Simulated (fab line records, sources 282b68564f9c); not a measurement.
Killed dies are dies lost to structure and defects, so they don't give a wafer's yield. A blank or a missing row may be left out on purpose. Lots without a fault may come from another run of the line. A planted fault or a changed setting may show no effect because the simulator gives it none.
Tool commonality check | flow rit_cmos | 14 lots, 48 wafers sampled

WHY IT WAS OPENED
At RIT_NSD_TW_MEAS_10 the reading NSD_TW is flagged on 2 of 14 lots. Wafers without a fault read 3103, standard deviation 28.
Rule: a lot is flagged when every wafer of it that has a number lies more than 4 standard deviations from that mean, or none has a number. The other lots count as sound.

lot  | measured    | on            | NSD_TW, wafer by wafer        | flag
L641 | day 3 10:08 | film_metro-02 | 3057 3074 3063                |
L642 | day 3 14:19 | film_metro-01 | 3160 3130 3137                |
L645 | day 4 07:13 | film_metro-04 | 3093 3109 3102                |
L648 | day 4 22:54 | film_metro-02 | 2808 2805 2809 2807 2811 2815 | FLAGGED
L652 | day 5 12:38 | film_metro-01 | 2845 2844 2837 2850 2848 2838 | FLAGGED
L653 | day 5 18:50 | film_metro-04 | 3113 3091 3102                |
L654 | day 5 21:59 | film_metro-01 | 3131 3125 3136                |
L656 | day 6 10:36 | film_metro-01 | 3130 3127 3114                |
L657 | day 6 12:56 | film_metro-04 | 3110 3113 3093                |
L660 | day 7 03:04 | film_metro-02 | 3076 3054 3045                |
L659 | day 7 05:45 | film_metro-04 | 3103 3111 3125                |
L661 | day 8 02:08 | film_metro-02 | 3065 3054 3031                |
L663 | day 8 02:26 | film_metro-01 | 3127 3113 3136                |
L664 | day 8 09:43 | film_metro-04 | 3104 3118 3102                |
The numbers of the flagged lots are 2826 on average: -277 against the usual, or -10 standard deviations.

WHICH TOOL RAN EACH LOT
The record holds 1 process step before the reading, out of a route of 202 steps. In each cell: the tool, then ch and the chambers that the sampled wafers went through, then the start.
lot  | flag    | RIT_NSD_IMPLANT_08
L641 |         | implanter-03 ch 0, day 3 09:49
L642 |         | implanter-02 ch 0, day 3 13:59
L645 |         | implanter-04 ch 0, day 4 06:53
L648 | FLAGGED | implanter-04 ch 0, day 4 22:35
L652 | FLAGGED | implanter-04 ch 0, day 5 12:20
L653 |         | implanter-02 ch 0, day 5 18:31
L654 |         | implanter-02 ch 0, day 5 21:39
L656 |         | implanter-02 ch 0, day 6 10:16
L657 |         | implanter-02 ch 0, day 6 12:40
L660 |         | implanter-03 ch 0, day 7 02:44
L659 |         | implanter-03 ch 0, day 7 05:26
L661 |         | implanter-03 ch 0, day 8 01:49
L663 |         | implanter-02 ch 0, day 8 02:09
L664 |         | implanter-03 ch 0, day 8 09:24
What these steps do:
- RIT_NSD_IMPLANT_08
- RIT_NSD_TW_MEAS_10

FLAGGED OVER TOTAL, TOOL BY TOOL (the gauges that took the reading come last)
step               | tool          | lots run | flagged | share of the flagged lots | sound lots run after its first flagged lot
RIT_NSD_IMPLANT_08 | implanter-02  | 6        | 0       | none                      | -
RIT_NSD_IMPLANT_08 | implanter-03  | 5        | 0       | none                      | -
RIT_NSD_IMPLANT_08 | implanter-04  | 3        | 2       | all                       | 0
RIT_NSD_TW_MEAS_10 | film_metro-01 | 5        | 1       | some                      | 3 (L654,L656,L663)
RIT_NSD_TW_MEAS_10 | film_metro-02 | 4        | 1       | some                      | 2 (L660,L661)
RIT_NSD_TW_MEAS_10 | film_metro-04 | 5        | 0       | none                      | -

WHAT THE TABLE ALLOWS
1 row of the table ran every flagged lot: implanter-04 at RIT_NSD_IMPLANT_08.
- implanter-04 at RIT_NSD_IMPLANT_08: 2 of its 3 lots flagged. Its last sound lot is L645 (day 4 06:53), its first flagged lot L648 (day 4 22:35): a fault that began between those two fits. Its own readings lie more than 4 standard deviations out on every wafer of the flagged lots: dose_ions_cm2, faraday_current_uA.
One tool is left: implanter-04 at RIT_NSD_IMPLANT_08.

WHAT THE SIMULATOR HAD PUT IN
Process parameter drift: implanter-04, from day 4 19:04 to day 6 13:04, at RIT_NSD_IMPLANT_08. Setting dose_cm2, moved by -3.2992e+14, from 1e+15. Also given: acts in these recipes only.
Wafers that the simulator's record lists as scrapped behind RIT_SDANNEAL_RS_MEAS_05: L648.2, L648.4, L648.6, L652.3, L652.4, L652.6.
Lots struck among those shown: L648, L652. The rule above found the same.
